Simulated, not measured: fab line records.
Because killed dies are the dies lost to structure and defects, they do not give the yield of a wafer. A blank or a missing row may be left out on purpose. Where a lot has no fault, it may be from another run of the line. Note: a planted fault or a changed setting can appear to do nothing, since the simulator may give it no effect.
What tool caused it? | flow berkeley-cmos170 | Sampling: 14 lots, 42 wafers, 4 of 331 route steps

## WHAT EACH GAUGE READ, for each wafer
UCB170_M2_CD_MEAS_15: target cd 700 nm. Usual: cd-nm reads 700.5 nm (standard deviation 1.1).
lot  | measured     | on        | cd-nm (nm)        | flag
L618 | day 9 05:00  | cd-sem-02 | 700.4 700.8 701.4 |
L619 | day 9 08:21  | cd-sem-01 | 701.2 702.2 701.3 |
L620 | day 9 08:40  | cd-sem-02 | 701.7 700.2 700.8 |
L621 | day 9 19:52  | cd-sem-02 | 702.8 701.4 702.7 |
L627 | day 11 00:02 | cd-sem-01 | 702.2 703.1 702.8 |
L629 | day 11 00:17 | cd-sem-01 | 700.4 700.7 700.0 |
L630 | day 11 00:29 | cd-sem-02 | 697.9 699.6 698.7 |
L628 | day 11 01:01 | cd-sem-02 | 700.1 700.3 700.4 |
L631 | day 11 14:25 | cd-sem-01 | 698.4 697.5 699.9 |
L633 | day 11 15:19 | cd-sem-02 | 700.9 700.4 700.0 |
L632 | day 11 15:36 | cd-sem-01 | 700.2 701.6 701.0 |
L634 | day 12 04:25 | cd-sem-02 | 699.9 701.2 699.9 |
L635 | day 12 05:56 | cd-sem-02 | 700.7 701.3 700.4 |
L638 | day 13 13:55 | cd-sem-01 | 699.9 700.4 699.1 |

UCB170_M2_OVL_MEAS_16. Usual: M2_OVL gives 0 nm (standard deviation 5.6).
lot  | measured     | on         | M2_OVL (nm) | flag
L618 | day 9 05:07  | overlay-02 | 2 5 1       |
L619 | day 9 08:28  | overlay-02 | -7 -6 -9    |
L620 | day 9 08:47  | overlay-02 | 1 -5 -2     |
L621 | day 9 19:59  | overlay-02 | -10 -11 -11 |
L627 | day 11 00:10 | overlay-02 | -12 1 -6    |
L629 | day 11 00:25 | overlay-01 | -1 -3 -3    |
L630 | day 11 00:37 | overlay-02 | 2 9 5       |
L628 | day 11 01:07 | overlay-02 | -2 -1 -13   |
L631 | day 11 14:31 | overlay-02 | 4 -2 -2     |
L633 | day 11 15:25 | overlay-02 | 1 2 4       |
L632 | day 11 15:42 | overlay-01 | 12 3 5      |
L634 | day 12 04:32 | overlay-01 | 0 2 4       |
L635 | day 12 06:02 | overlay-01 | -1 7 -3     |
L638 | day 13 14:02 | overlay-01 | 8 7 11      |

UCB170_M3_OVL_MEAS_16. Usual: M3_OVL gives 5 nm (standard deviation 5.3).
lot  | measured     | on         | M3_OVL (nm) | flag
L618 | day 9 12:47  | overlay-02 | 4 3 4       |
L619 | day 9 14:28  | overlay-02 | 1 10 9      |
L620 | day 9 16:13  | overlay-02 | 5 6 10      |
L621 | day 10 02:46 | overlay-02 | 9 5 4       |
L627 | day 11 05:56 | overlay-01 | 6 8 8       |
L629 | day 11 06:35 | overlay-02 | 2 2 0       |
L630 | day 11 07:02 | overlay-02 | 12 -1 6     |
L628 | day 11 07:24 | overlay-01 | -3 1 0      |
L631 | day 11 19:26 | overlay-01 | 4 3 4       |
L633 | day 11 20:56 | overlay-02 | 10 0 7      |
L632 | day 11 21:13 | overlay-01 | 2 -3 6      |
L634 | day 12 10:29 | overlay-01 | 4 10 3      |
L635 | day 12 12:04 | overlay-01 | 3 3 -2      |
L638 | day 13 20:05 | overlay-02 | 0 14 2      |

## WHAT TOOL EACH LOT RAN ON (gives the tool, then ch and the chambers of the sampled wafers, and finally the start)
lot  | UCB170_M2_ETCH_17
L618 | rie-diel-02 ch 0,2, day 9 05:09
L619 | rie-diel-03 ch 0,1,2, day 9 08:30
L620 | rie-diel-02 ch 0,1,3, day 9 08:49
L621 | rie-diel-02 ch 1,3, day 9 20:01
L627 | rie-diel-03 ch 1,2, day 11 00:12
L629 | rie-diel-01 ch 0,2,3, day 11 00:27
L630 | rie-diel-02 ch 0,1,2, day 11 00:39
L628 | rie-diel-01 ch 0,3, day 11 01:08
L631 | rie-diel-03 ch 0,1,3, day 11 14:32
L633 | rie-diel-01 ch 1,3, day 11 15:27
L632 | rie-diel-01 ch 1,3, day 11 15:44
L634 | rie-diel-01 ch 0,1, day 12 04:34
L635 | rie-diel-02 ch 0,1, day 12 06:04
L638 | rie-diel-03 ch 0,1,2, day 13 14:04
- UCB170_M2_ETCH_17: etches BARC in N2/H2.

## AS READ BY THE TOOLS THEMSELVES (means over the sampled wafers that have a number; for cases with no such wafer, the mark the record gives instead)
UCB170_M2_ETCH_17. Usual: drypump-motor-current-A 5.7 A, standard deviation 0.36; n2-flow-sccm 100.0 sccm, standard deviation 0.32; oes-product-au 1.009 a.u., standard deviation 0.018; throttle-valve-pct 13.30 %, standard deviation 0.15.
lot  | tool        | drypump-motor-current-A (A) | n2-flow-sccm (sccm) | oes-product-au (a.u.) | throttle-valve-pct (%) | flag
L618 | rie-diel-02 | 5.8                         | 99.9                | 1.009                 | 13.25                  |
L619 | rie-diel-03 | 5.8                         | 100.1               | 1.020                 | 13.42                  |
L620 | rie-diel-02 | 5.6                         | 100.5               | 1.010                 | 13.31                  |
L621 | rie-diel-02 | 5.6                         | 100.0               | 0.994                 | 13.38                  |
L627 | rie-diel-03 | 5.6                         | 100.0               | 1.018                 | 13.43                  |
L629 | rie-diel-01 | 5.6                         | 99.9                | 1.036                 | 13.34                  |
L630 | rie-diel-02 | 5.6                         | 99.8                | 0.995                 | 13.32                  |
L628 | rie-diel-01 | 5.7                         | 99.6                | 1.022                 | 13.26                  |
L631 | rie-diel-03 | 5.9                         | 99.9                | 1.013                 | 13.36                  |
L633 | rie-diel-01 | 5.7                         | 100.1               | 1.017                 | 13.27                  |
L632 | rie-diel-01 | 5.3                         | 99.9                | 1.000                 | 13.09                  |
L634 | rie-diel-01 | 5.4                         | 100.1               | 1.017                 | 13.10                  |
L635 | rie-diel-02 | 5.5                         | 99.7                | 1.007                 | 13.31                  |
L638 | rie-diel-03 | 5.8                         | 100.0               | 1.012                 | 13.43                  |

## THE ANSWER, worked out from the rows above alone
Rule: take the mean of a lot's wafers that have a number; if it is more than 3 standard deviations from the usual mean, the lot is off. A lot without any number at a reading at which 4 lots or more have one is off too. All remaining lots with rows at the step are treated as sound. Order of review: gauges by route order, followed by the tools' own readings, for which a lot's mean as printed above is used. The first step at which some lot is off is used, and at that step the reading that is off furthest; a lot without a number counts as furthest.
No lot is off at any reading shown: from this, nothing can be told.

## WHAT HAD BEEN PUT IN BY THE SIMULATOR
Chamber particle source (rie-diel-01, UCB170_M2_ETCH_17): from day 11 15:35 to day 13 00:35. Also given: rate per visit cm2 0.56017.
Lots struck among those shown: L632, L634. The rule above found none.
